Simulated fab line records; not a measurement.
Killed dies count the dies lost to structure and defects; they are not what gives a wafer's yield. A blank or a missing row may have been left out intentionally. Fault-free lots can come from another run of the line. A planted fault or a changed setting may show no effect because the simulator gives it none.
Split-lot experiment / flow berkeley cmos170 / route with 331 steps; 5 lots, 23 wafers read

## ON THE SPLIT
At UCB170_PLDD_EXPOSE_03 (exposes mask PSELECT, target cd 1200 nm), the setting dose mj was moved away from the recipe's 30 on 11 of the 23 wafers read, by -4.5% to +5.5%. The other wafers ran this setting at the recipe's value.

## FROM THE SPLIT TO THE READING: what the file shows between them, 2 steps
- UCB170_PLDD_PEB_04
- UCB170_PLDD_DEVELOP_05: develop time 45 s

## THE READING
cd nm, in nm, at UCB170_PLDD_CD_MEAS_06 (target cd 1200 nm). Typical for fault-free wafers on this fab line: 1199.8 nm, with standard deviation 1.6 nm.

wafer=L074.1; tool, chamber at the split=krf scanner-01, 0; dose mj as run=30; against the recipe=recipe; cd nm, nm=1202.2; against lot-mates on the recipe=-
wafer=L074.2; tool, chamber at the split=krf scanner-01, 0; dose mj as run=30; against the recipe=recipe; cd nm, nm=1200.9; against lot-mates on the recipe=-
wafer=L074.3; tool, chamber at the split=krf scanner-01, 0; dose mj as run=29.27; against the recipe=-2.4%; cd nm, nm=1197.8; against lot-mates on the recipe=-3.8
wafer=L074.4; tool, chamber at the split=krf scanner-01, 0; dose mj as run=29.27; against the recipe=-2.4%; cd nm, nm=1197.1; against lot-mates on the recipe=-4.5
wafer=L074.5; tool, chamber at the split=krf scanner-01, 0; dose mj as run=29.27; against the recipe=-2.4%; cd nm, nm=1196.9; against lot-mates on the recipe=-4.7
wafer=L075.1; tool, chamber at the split=krf scanner-02, 0; dose mj as run=30; against the recipe=recipe; cd nm, nm=1198.8; against lot-mates on the recipe=-
wafer=L075.2; tool, chamber at the split=krf scanner-02, 0; dose mj as run=31.65; against the recipe=+5.5%; cd nm, nm=1208.8; against lot-mates on the recipe=+10.2
wafer=L075.3; tool, chamber at the split=krf scanner-02, 0; dose mj as run=30; against the recipe=recipe; cd nm, nm=1197.9; against lot-mates on the recipe=-
wafer=L075.4; tool, chamber at the split=krf scanner-02, 0; dose mj as run=31.65; against the recipe=+5.5%; cd nm, nm=1208.4; against lot-mates on the recipe=+9.8
wafer=L075.5; tool, chamber at the split=krf scanner-02, 0; dose mj as run=30; against the recipe=recipe; cd nm, nm=1199.1; against lot-mates on the recipe=-
wafer=L077.1; tool, chamber at the split=krf scanner-02, 0; dose mj as run=30; against the recipe=recipe; cd nm, nm=1200.6; against lot-mates on the recipe=-
wafer=L077.2; tool, chamber at the split=krf scanner-02, 0; dose mj as run=30; against the recipe=recipe; cd nm, nm=1200.7; against lot-mates on the recipe=-
wafer=L077.3; tool, chamber at the split=krf scanner-02, 0; dose mj as run=28.64; against the recipe=-4.5%; cd nm, nm=1191.4; against lot-mates on the recipe=-9.2
wafer=L077.4; tool, chamber at the split=krf scanner-02, 0; dose mj as run=28.64; against the recipe=-4.5%; cd nm, nm=1191.0; against lot-mates on the recipe=-9.7
wafer=L077.5; tool, chamber at the split=krf scanner-02, 0; dose mj as run=28.64; against the recipe=-4.5%; cd nm, nm=1191.3; against lot-mates on the recipe=-9.4
wafer=L084.1; tool, chamber at the split=krf scanner-02, 0; dose mj as run=29.41; against the recipe=-2.0%; cd nm, nm=1198.1; against lot-mates on the recipe=-3.9
wafer=L084.2; tool, chamber at the split=krf scanner-02, 0; dose mj as run=30; against the recipe=recipe; cd nm, nm=1202.9; against lot-mates on the recipe=-
wafer=L084.4; tool, chamber at the split=krf scanner-02, 0; dose mj as run=29.41; against the recipe=-2.0%; cd nm, nm=1197.1; against lot-mates on the recipe=-4.9
wafer=L084.5; tool, chamber at the split=krf scanner-02, 0; dose mj as run=29.41; against the recipe=-2.0%; cd nm, nm=1198.1; against lot-mates on the recipe=-3.9
wafer=L084.6; tool, chamber at the split=krf scanner-02, 0; dose mj as run=30; against the recipe=recipe; cd nm, nm=1201.1; against lot-mates on the recipe=-
wafer=L085.1; tool, chamber at the split=krf scanner-02, 0; dose mj as run=30; against the recipe=recipe; cd nm, nm=1201.7; against lot-mates on the recipe=-
wafer=L085.2; tool, chamber at the split=krf scanner-02, 0; dose mj as run=30; against the recipe=recipe; cd nm, nm=1202.3; against lot-mates on the recipe=-
wafer=L085.4; tool, chamber at the split=krf scanner-02, 0; dose mj as run=30; against the recipe=recipe; cd nm, nm=1203.5; against lot-mates on the recipe=-

THE FIT
A straight line over all 23 wafers: cd nm changes by +1.7 nm for each +1% of dose mj; r = +0.94; the points scatter about the line by 1.5 nm.
The same after taking each lot's own level away (the mean of its wafers on the recipe; 23 wafers): +1.93 nm for each +1%; r = +0.99; scatter 0.65 nm.
Per that fit: largest dose mj move, reading shift of 11 nm.
Across the lots, their own levels run from 1198.60 to 1202.50 nm, a range of 2.4 times the standard deviation given above.
Thus the slope moves with the lot-to-lot level: the two fits are different.
Check: with one of the wafers moved furthest among these (+5.5%) left out of the fit, the line predicts +10.6 nm for it against its lot-mates. It came out at +10.2 nm against them.

## ADDITIONAL SPLITS CARRIED BY THESE WAFERS
Before the reading, these wafers also passed through other splits. Each is held against what the fit with the lots' levels taken away leaves over:
other split on the same wafers=UCB170_GATE_OXIDATION_01 temp c; wafers away from the commonest value=10; r with cd nm (lot level and that fit taken away)=+0.20
other split on the same wafers=UCB170_GATE_PEB_10 peb temp c; wafers away from the commonest value=7; r with cd nm (lot level and that fit taken away)=-0.35

## FILE'S OWN FIT
cd nm changes by +1.92 nm for each +1% of dose mj, r = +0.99.
